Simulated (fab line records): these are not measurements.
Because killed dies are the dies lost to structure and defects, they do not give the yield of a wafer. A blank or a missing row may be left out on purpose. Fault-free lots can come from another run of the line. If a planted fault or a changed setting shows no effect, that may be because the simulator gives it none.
Which of the tools did it?	flow rit_cmos	15 lots with 45 wafers sampled at 4 steps, on a route of 202 steps

WHAT EACH GAUGE READ, for each wafer
RIT_NSD_TW_MEAS_10.
lot	measured	on	NSD_TW
L868	day 3 00:03	film_metro-01	3116 3153 3128
L869	day 3 06:47	film_metro-01	3138 3126 3132
L871	day 3 18:50	film_metro-01	3138 3137 3146
L872	day 3 20:49	film_metro-04	3122 3117 3109
L873	day 3 23:51	film_metro-04	3114 3126 3121
L874	day 4 08:45	film_metro-03	3081 3082 3081
L875	day 4 15:42	film_metro-03	3066 3062 3078
L876	day 4 20:43	film_metro-03	3100 3084 3101
L882	day 6 01:11	film_metro-03	3076 3089 3088
L884	day 6 12:58	film_metro-03	3097 3090 3082
L887	day 7 03:13	film_metro-01	3155 3156 3173
L888	day 7 05:27	film_metro-04	3104 3104 3097
L889	day 7 09:02	film_metro-03	3102 3093 3115
L890	day 7 14:08	film_metro-03	3100 3095 3080
L891	day 7 18:26	film_metro-01	3142 3168 3149

EACH LOT AND THE TOOL THAT RAN IT (in order: tool; ch and the chambers of the sampled wafers; start)
lot	RIT_NRETRO_STRIP_09	RIT_PLDD_SOFTBAKE_02	RIT_NSD_STRIP_09
L868	plasma_asher-02 ch 0,1, day 2 06:54	litho_track-02 ch 0, day 2 19:05	plasma_asher-02 ch 0,1, day 2 23:53
L869	plasma_asher-02 ch 0,1, day 2 13:16	litho_track-02 ch 0, day 3 01:41	plasma_asher-03 ch 0,1, day 3 06:36
L871	plasma_asher-02 ch 0,1, day 2 21:14	litho_track-01 ch 0, day 3 13:25	plasma_asher-02 ch 0,1, day 3 18:38
L872	plasma_asher-03 ch 0,1, day 3 01:21	litho_track-02 ch 0, day 3 15:43	plasma_asher-02 ch 0,1, day 3 20:38
L873	plasma_asher-01 ch 0,1, day 3 06:47	litho_track-01 ch 0, day 3 18:47	plasma_asher-02 ch 0,1, day 3 23:43
L874	plasma_asher-02 ch 0,1, day 3 14:46	litho_track-02 ch 0, day 4 03:29	plasma_asher-03 ch 0, day 4 08:34
L875	plasma_asher-01 ch 0,1, day 3 17:44	litho_track-02 ch 0, day 4 10:35	plasma_asher-04 ch 0,1, day 4 15:32
L876	plasma_asher-01 ch 0,1, day 4 01:42	litho_track-03 ch 0, day 4 15:43	plasma_asher-03 ch 0,1, day 4 20:33
L882	plasma_asher-03 ch 0,1, day 5 05:51	litho_track-01 ch 0, day 5 19:55	plasma_asher-04 ch 0,1, day 6 01:02
L884	plasma_asher-03 ch 0,1, day 5 18:31	litho_track-01 ch 0, day 6 06:52	plasma_asher-02 ch 0,1, day 6 12:47
L887	plasma_asher-01 ch 0,1, day 6 05:35	litho_track-01 ch 0, day 6 22:15	plasma_asher-03 ch 0,1, day 7 03:03
L888	plasma_asher-02 ch 0,1, day 6 12:05	litho_track-02 ch 0, day 7 00:17	plasma_asher-04 ch 0,1, day 7 05:17
L889	plasma_asher-02 ch 0,1, day 6 15:43	litho_track-02 ch 0, day 7 03:48	plasma_asher-02 ch 0, day 7 08:51
L890	plasma_asher-02 ch 0,1, day 6 20:25	litho_track-02 ch 0, day 7 08:53	plasma_asher-02 ch 1, day 7 13:57
L891	plasma_asher-03 ch 0,1, day 7 00:08	litho_track-03 ch 0, day 7 13:03	plasma_asher-04 ch 0,1, day 7 18:16
- RIT_NRETRO_STRIP_09: strips in O2, time 180 s.
- RIT_PLDD_SOFTBAKE_02: time 60 s.
- RIT_NSD_STRIP_09: strips in O2, time 180 s.

AS READ BY THE TOOLS THEMSELVES (means over the sampled wafers that have a number; for cases with no such wafer, the mark the record gives instead)
RIT_NRETRO_STRIP_09.
lot	tool	drypump_motor_current_A (A)
L868	plasma_asher-02	6.0
L869	plasma_asher-02	6.3
L871	plasma_asher-02	6.0
L872	plasma_asher-03	5.7
L873	plasma_asher-01	5.2
L874	plasma_asher-02	6.0
L875	plasma_asher-01	5.3
L876	plasma_asher-01	5.2
L882	plasma_asher-03	5.6
L884	plasma_asher-03	5.7
L887	plasma_asher-01	5.2
L888	plasma_asher-02	6.3
L889	plasma_asher-02	6.3
L890	plasma_asher-02	6.1
L891	plasma_asher-03	5.7

RIT_PLDD_SOFTBAKE_02.
lot	tool	heater_power_total_W (W)	plate_temp_C (C)
L868	litho_track-02	34.56	90.22
L869	litho_track-02	34.57	90.16
L871	litho_track-01	34.55	90.02
L872	litho_track-02	33.47	87.97
L873	litho_track-01	34.59	90.04
L874	litho_track-02	33.46	88.16
L875	litho_track-02	33.49	88.12
L876	litho_track-03	34.58	90.02
L882	litho_track-01	34.54	90.06
L884	litho_track-01	34.61	90.15
L887	litho_track-01	34.53	89.95
L888	litho_track-02	34.55	90.07
L889	litho_track-02	34.50	89.77
L890	litho_track-02	34.59	89.94
L891	litho_track-03	34.58	89.87

RIT_NSD_STRIP_09.
lot	tool	drypump_motor_current_A (A)
L868	plasma_asher-02	6.0
L869	plasma_asher-03	5.6
L871	plasma_asher-02	6.3
L872	plasma_asher-02	6.0
L873	plasma_asher-02	6.3
L874	plasma_asher-03	5.7
L875	plasma_asher-04	5.5
L876	plasma_asher-03	5.6
L882	plasma_asher-04	5.5
L884	plasma_asher-02	6.0
L887	plasma_asher-03	5.6
L888	plasma_asher-04	5.5
L889	plasma_asher-02	6.6
L890	plasma_asher-02	5.8
L891	plasma_asher-04	5.5

THE ANSWER, worked out from the rows above alone
Rule: usual is defined by the lots themselves. Put in order of their means at a reading, lots are off if they are a third of the lots or fewer, leave a main group of 4 or more, and stand apart from it by a gap of 3 or more times the standard deviation of the main group's means; of several such gaps the widest counts. Not used: any main group whose means are identical at the precision the tables above print for the reading. Also off: a lot with no number at a reading for which 4 or more lots have one. The other lots that the step has rows for count as sound. Order of review: gauges by route order, followed by the tools' own readings, for which a lot's mean as printed above is used. The first step at which some lot is off is used, and at that step the reading that is off furthest; a lot without a number counts as furthest.
Off at RIT_PLDD_SOFTBAKE_02 (heater_power_total_W): L872, L874, L875. For the main group the mean is 34.56 W and the standard deviation 0.029.
If a tool, at that step or one of the process steps before it, ran each lot that is off and ran no sound lot following the first of them, it fits. Not one of the candidates tried fits.

WHAT THE SIMULATOR HAD INSERTED
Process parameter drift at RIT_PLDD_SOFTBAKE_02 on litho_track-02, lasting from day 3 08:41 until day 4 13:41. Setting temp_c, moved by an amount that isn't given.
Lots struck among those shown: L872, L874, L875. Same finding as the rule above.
